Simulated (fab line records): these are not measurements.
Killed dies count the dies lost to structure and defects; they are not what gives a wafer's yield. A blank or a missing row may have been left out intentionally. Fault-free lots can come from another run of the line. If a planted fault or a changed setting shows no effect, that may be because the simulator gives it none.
The same fault as seen by 2 desks	flow berkeley-cmos170	each desk holds nothing but its own numbers, with what lay behind them at the end

## AT THE TOOL OWNER'S DESK: cmp-01
The tool's own readings at UCB170_V2_CMP_02 (polishes SiO2): means of the sampled wafers that have a number, for each lot that ran on this tool. The brackets show how far a lot's mean lies from the usual mean; more than 4 standard deviations puts the lot out of limits, marked OUT.
Columns: A = head-pressure-psi at UCB170_V2_CMP_02, usual 5.998 psi; B = motor-current-A at UCB170_V2_CMP_02, usual 17.3 A
lot	first seen here	A	B
L467	day 9 10:16	5.982	17.7
L465	day 9 11:44	6.000	16.9
L464	day 9 12:05	5.991	19.9
L469	day 9 12:23	6.004	15.9
L468	day 9 12:41	5.999	18.0
L470	day 9 23:10	5.993	17.8
L483	day 13 15:38	6.005	17.5
L485	day 13 17:26	5.986	17.4
L486	day 14 06:01	6.003	17.8
This desk's verdict: no lot among the 9 shows anything out of limits.

## AT THE METROLOGY DESK
What the gauges read for every lot (on any tool): the sampled wafers with a number, averaged. The brackets show how far a lot's mean lies from the usual mean; more than 4 standard deviations puts the lot out of limits, marked OUT.
Columns: A = V2_POLISHED_THK at UCB170_V2_THK_MEAS_04, usual 1000.1 nm; B = cd-nm at UCB170_V2_CD_MEAS_90, usual 699.8 nm; C = M3_AL_THK at UCB170_M3_THK_MEAS_03, usual 903 nm
lot	first seen here	A	B	C
L463	day 8 22:12	998.3	698.4	911
L466	day 9 09:48	1001.0	700.2	898
L467	day 9 10:41	1000.9	700.1	909
L465	day 9 12:09	998.6	698.0	904
L464	day 9 12:28	998.7	700.0	914
L469	day 9 12:46	749.5 (-99 or more) OUT	700.9	915
L468	day 9 13:04	751.6 (-99 or more) OUT	698.7	916
L470	day 9 23:27	749.8 (-99 or more) OUT	697.8	880
L481	day 12 10:02	999.8	702.7	905
L480	day 12 15:05	999.6	699.3	902
L482	day 13 08:01	999.0	699.1	877
L483	day 13 16:04	1000.8	701.4	909
L485	day 13 17:52	999.6	702.2	891
L484	day 13 20:17	1000.3	698.4	914
L486	day 14 06:26	999.9	700.7	903
Finding of this desk: L468, L469, L470 out of limits, first seen on L469 at day 9 12:46 (V2_POLISHED_THK at UCB170_V2_THK_MEAS_04). L463, L466, L467, L465, L464, L481, L480, L482, L483, L485, L484, L486: within limits.

## PUT TOGETHER
L468, L469, L470 would have let the metrology desk raise an alarm at day 9 12:46.
The desk of the tool owner found nothing out of limits.
On record at the tool owner's desk: L468, L469, L470, within its limits.
Of the lots named, all ran UCB170_V2_CMP_02 on cmp-01.

## WHAT THE SIMULATOR HAD INSERTED
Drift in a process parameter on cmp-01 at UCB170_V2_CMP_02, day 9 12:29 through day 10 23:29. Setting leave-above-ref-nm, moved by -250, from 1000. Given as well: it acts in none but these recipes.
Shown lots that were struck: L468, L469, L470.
Per desk, hours elapsed from the start of the fault to the first reading out of limits: for the metrology desk, 0.
